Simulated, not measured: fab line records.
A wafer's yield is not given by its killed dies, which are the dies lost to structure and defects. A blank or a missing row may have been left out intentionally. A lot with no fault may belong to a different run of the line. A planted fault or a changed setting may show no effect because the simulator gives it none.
2 desks, one fault    flow ritCmos    each desk has only its own numbers; what lay behind them comes last

## FROM THE METROLOGY DESK
Lot by lot, what the gauges showed, no matter which tool ran the lot: averages of those sampled wafers that carry a number. A lot is out of limits, marked OUT, if its mean lies more than 4 standard deviations from the usual mean; the brackets give that distance.
Columns: A = ACTIVE_OXIDE_THK at RIT_ACTIVE_THK_MEAS_02, usual 44.7 nm; B = cdNm at RIT_ACTIVE_CD_MEAS_11, usual 1400.6 nm; C = FIELD_OXIDE_LEFT_2_THK at RIT_FOX2_THK_MEAS_91, usual 241 nm
lot   first seen here  A     B       C
L103  day 1 13:30      44.7  1401.9  250
L104  day 1 17:59      45.1  1400.8  249
L106  day 2 03:22      43.4  1398.5  247
L108  day 2 13:03      44.0  1399.4  250
L109  day 2 19:16      45.4  1402.6  239
L110  day 2 23:51      44.5  1398.4  238
L111  day 3 06:45      44.2  1402.9  238
L113  day 3 18:22      44.4  1407.4  246
L115  day 4 04:59      45.5  1407.9  245
L120  day 5 03:22      43.8  1401.4  235
L121  day 5 11:26      45.7  1400.5  226
L123  day 5 17:00      46.1  1400.3  235
L124  day 6 02:39      44.2  1400.9  243
L126  day 6 07:40      43.7  1398.4  229
This desk's finding: nothing out of limits on any of the 14 lots.

## THE TOOL OWNER'S DESK: lithoTrack-04
The tool's own readings at RIT_ACTIVE_DEVELOP_10 (develop time 50 s): means of the sampled wafers that have a number, for each lot that ran on this tool. A lot is out of limits, marked OUT, if its mean lies more than 4 standard deviations from the usual mean; the brackets give that distance.
Columns: A = developerTempC at RIT_ACTIVE_DEVELOP_10, usual 22.98 C
lot   first seen here  A
L104  day 1 20:00      22.96
L110  day 3 02:00      23.02
L113  day 3 20:00      25.17 (+20) OUT
L115  day 4 07:00      25.18 (+20) OUT
This desk's finding: out of limits on L113, L115; first on L113, day 3 20:00 (developerTempC at RIT_ACTIVE_DEVELOP_10). In limits: L104, L110.

## TAKEN TOGETHER
The tool owner's desk could have raised an alarm at day 3 20:00, on L113, L115.
The metrology desk saw nothing out of limits.
The metrology desk holds a record of L113, L115, inside its limits.
The lots listed all ran RIT_ACTIVE_DEVELOP_10 on lithoTrack-04.

## WHAT THE SIMULATOR HAD INSERTED
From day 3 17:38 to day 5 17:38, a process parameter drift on lithoTrack-04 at RIT_ACTIVE_DEVELOP_10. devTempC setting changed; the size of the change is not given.
Shown lots that were struck: L113, L115.
Delay in hours, fault start to first out-of-limits reading, by desk: the tool owner's desk at 2.
